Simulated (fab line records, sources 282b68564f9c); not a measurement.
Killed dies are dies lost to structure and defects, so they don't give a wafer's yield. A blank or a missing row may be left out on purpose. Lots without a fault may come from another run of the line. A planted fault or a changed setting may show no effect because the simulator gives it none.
Which tool did it? | flow rit_cmos | 14 lots, 42 wafers sampled, at 6 steps of a route of 202

WHAT THE GAUGES READ, wafer by wafer
RIT_ACTIVE_THK_MEAS_04.
lot  | measured    | on            | ACTIVE_NITRIDE_THK (nm)
L636 | day 1 14:31 | film_metro-01 | 149.0 147.5 147.6
L637 | day 1 21:46 | film_metro-02 | 149.4 148.9 150.7
L638 | day 2 02:51 | film_metro-02 | 151.6 150.3 150.2
L639 | day 2 06:30 | film_metro-04 | 152.1 151.2 151.2
L640 | day 2 12:23 | film_metro-01 | 147.3 149.5 149.6
L642 | day 2 21:46 | film_metro-04 | 150.2 149.6 149.3
L650 | day 4 12:34 | film_metro-04 | 146.7 147.5 148.7
L651 | day 4 16:32 | film_metro-02 | 149.5 149.0 148.8
L652 | day 4 21:32 | film_metro-04 | 149.2 149.2 149.0
L654 | day 5 08:23 | film_metro-01 | 150.8 151.0 150.2
L655 | day 5 13:36 | film_metro-02 | 147.3 148.3 147.8
L657 | day 6 01:55 | film_metro-01 | 148.5 149.8 148.1
L658 | day 6 04:06 | film_metro-01 | 147.6 149.6 149.4
L659 | day 6 09:37 | film_metro-01 | 150.5 148.8 150.1

RIT_FOX1_THK_MEAS_01.
lot  | measured    | on            | FOX1_OXIDE_THK (nm)
L636 | day 1 21:35 | film_metro-04 | 367 358 359
L637 | day 2 02:07 | film_metro-04 | 354 359 352
L638 | day 2 06:56 | film_metro-03 | 351 352 344
L639 | day 2 11:50 | film_metro-03 | 353 358 354
L640 | day 2 16:23 | film_metro-03 | 344 354 352
L642 | day 3 02:32 | film_metro-03 | 356 354 353
L650 | day 4 16:31 | film_metro-01 | 337 343 342
L651 | day 4 21:22 | film_metro-03 | 346 351 350
L652 | day 5 03:28 | film_metro-04 | 344 353 340
L654 | day 5 13:28 | film_metro-01 | 343 342 345
L655 | day 5 20:34 | film_metro-01 | 356 356 349
L657 | day 6 05:49 | film_metro-03 | 355 352 363
L658 | day 6 08:43 | film_metro-03 | 360 359 362
L659 | day 6 15:31 | film_metro-03 | 349 347 350

RIT_GATE_CD_MEAS_90: target cd 150 nm.
lot  | measured    | on        | cd_nm (nm)
L636 | day 3 00:58 | cd_sem-02 | 145 146 148
L637 | day 3 04:24 | cd_sem-01 | 155 155 154
L638 | day 3 13:23 | cd_sem-02 | 149 151 150
L639 | day 3 14:17 | cd_sem-01 | 150 148 152
L640 | day 3 15:53 | cd_sem-02 | 152 154 152
L642 | day 4 03:02 | cd_sem-01 | 154 155 153
L650 | day 5 16:56 | cd_sem-02 | 147 149 148
L651 | day 6 00:07 | cd_sem-01 | 156 159 157
L652 | day 6 08:01 | cd_sem-01 | 151 150 153
L654 | day 6 18:31 | cd_sem-01 | 150 151 152
L655 | day 6 20:55 | cd_sem-01 | 147 148 149
L657 | day 7 05:41 | cd_sem-01 | 147 148 148
L658 | day 7 09:28 | cd_sem-01 | 147 149 149
L659 | day 7 17:59 | cd_sem-02 | 149 145 146

RIT_NSD_TW_MEAS_10.
lot  | measured    | on            | NSD_TW
L636 | day 3 12:01 | film_metro-01 | 3137 3137 3133
L637 | day 3 18:28 | film_metro-01 | 3121 3124 3122
L638 | day 3 23:41 | film_metro-02 | 2855 2844 2850
L639 | day 4 02:55 | film_metro-04 | 3088 3096 3099
L640 | day 4 03:09 | film_metro-02 | 2848 2851 2859
L642 | day 4 14:14 | film_metro-01 | 3138 3150 3154
L650 | day 6 06:31 | film_metro-01 | 3152 3151 3155
L651 | day 6 11:44 | film_metro-01 | 3158 3141 3153
L652 | day 6 19:20 | film_metro-02 | 3123 3104 3104
L654 | day 7 05:26 | film_metro-04 | 3094 3107 3111
L655 | day 7 07:41 | film_metro-02 | 3123 3115 3104
L657 | day 7 16:21 | film_metro-02 | 3131 3137 3139
L658 | day 7 21:33 | film_metro-01 | 3109 3150 3133
L659 | day 8 04:01 | film_metro-02 | 3112 3119 3110

RIT_SDANNEAL_RS_MEAS_05: measures by four-point-probe.
lot  | measured    | on            | NSD_RS (ohm/sq)
L636 | day 3 14:13 | film_metro-02 | 84.4 84.1 84.3
L637 | day 3 20:46 | film_metro-04 | 84.8 84.6 85.1
L638 | day 4 01:58 | film_metro-01 | 87.7 87.6 87.9
L639 | day 4 05:05 | film_metro-04 | 84.4 84.5 84.5
L640 | day 4 05:40 | film_metro-02 | 87.7 87.6 87.4
L642 | day 4 16:27 | film_metro-04 | 84.0 84.0 84.2
L650 | day 6 08:34 | film_metro-04 | 84.1 84.2 84.0
L651 | day 6 13:46 | film_metro-01 | 84.9 84.7 84.9
L652 | day 6 21:39 | film_metro-02 | 84.3 84.6 84.5
L654 | day 7 07:39 | film_metro-04 | 84.2 83.8 84.3
L655 | day 7 09:50 | film_metro-02 | 84.6 84.5 84.6
L657 | day 7 18:41 | film_metro-01 | 84.6 84.3 84.2
L658 | day 7 23:35 | film_metro-02 | 84.4 84.4 84.1
L659 | day 8 06:03 | film_metro-01 | 85.1 84.9 85.0

WHICH TOOL RAN EACH LOT (tool, then ch and the chambers of the sampled wafers, then the start)
lot  | RIT_NSD_IMPLANT_08
L636 | implanter-02 ch 0, day 3 11:43
L637 | implanter-02 ch 0, day 3 18:09
L638 | implanter-02 ch 0, day 3 23:21
L639 | implanter-03 ch 0, day 4 02:37
L640 | implanter-02 ch 0, day 4 02:50
L642 | implanter-04 ch 0, day 4 13:55
L650 | implanter-03 ch 0, day 6 06:13
L651 | implanter-04 ch 0, day 6 11:25
L652 | implanter-04 ch 0, day 6 19:01
L654 | implanter-03 ch 0, day 7 05:08
L655 | implanter-04 ch 0, day 7 07:22
L657 | implanter-03 ch 0, day 7 16:02
L658 | implanter-03 ch 0, day 7 21:15
L659 | implanter-04 ch 0, day 8 03:42
- RIT_NSD_IMPLANT_08

WHAT THE TOOLS THEMSELVES READ (means of the sampled wafers that have a number; where no wafer has one, the mark that the record gives instead)
RIT_NSD_IMPLANT_08.
lot  | tool         | beam_energy_keV
L636 | implanter-02 | 24.994
L637 | implanter-02 | 24.991
L638 | implanter-02 | 17.502
L639 | implanter-03 | 24.995
L640 | implanter-02 | 17.507
L642 | implanter-04 | 25.004
L650 | implanter-03 | 24.991
L651 | implanter-04 | 25.006
L652 | implanter-04 | 25.007
L654 | implanter-03 | 25.003
L655 | implanter-04 | 24.991
L657 | implanter-03 | 24.997
L658 | implanter-03 | 24.999
L659 | implanter-04 | 25.005

THE ANSWER, worked out from the rows above alone
Rule: what is usual is taken from the lots themselves. Put in order of their means at a reading, lots are off if they are a third of the lots or fewer, leave a main group of 4 or more, and stand apart from it by a gap of 3 or more times the standard deviation of the main group's means; of several such gaps the widest counts. A main group whose means are all the same, to the digits that the tables above print for the reading, isn't used. A lot without any number at a reading at which 4 lots or more have one is off too. The other lots that the step has rows for count as sound. The gauges are gone through in route order, then the tools' own readings, and for those a lot's mean is taken as printed above. The first step at which some lot is off is used, and at that step the reading that is off furthest; a lot without a number counts as furthest.
Off: L638, L640, at RIT_NSD_TW_MEAS_10 (NSD_TW). The main group: mean 3126, standard deviation 18.
A tool fits if, at a process step before that reading, it ran every lot that is off, and no sound lot after the first of them. The gauges at RIT_NSD_TW_MEAS_10 aren't tried: what is off there is off at RIT_NSD_IMPLANT_08 too, on other tools, and a gauge's error can't cause that. One fits: implanter-02 at RIT_NSD_IMPLANT_08. Its last sound lot is L637 (day 3 18:09), its first lot that is off L638 (day 3 23:21): a fault that began between those two fits.
The tool's own readings at RIT_NSD_IMPLANT_08 bear it out: on the lots that are off they differ by more than 5 times the standard deviation of the sound lots' means. beam_energy_keV reads 17.505 there against 24.999 on the sound lots.

WHAT THE SIMULATOR HAD PUT IN
Process parameter drift: implanter-02, from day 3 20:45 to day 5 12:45, at RIT_NSD_IMPLANT_08. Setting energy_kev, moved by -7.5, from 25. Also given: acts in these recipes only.
Lots struck among those shown: L638, L640. The rule above found the same.
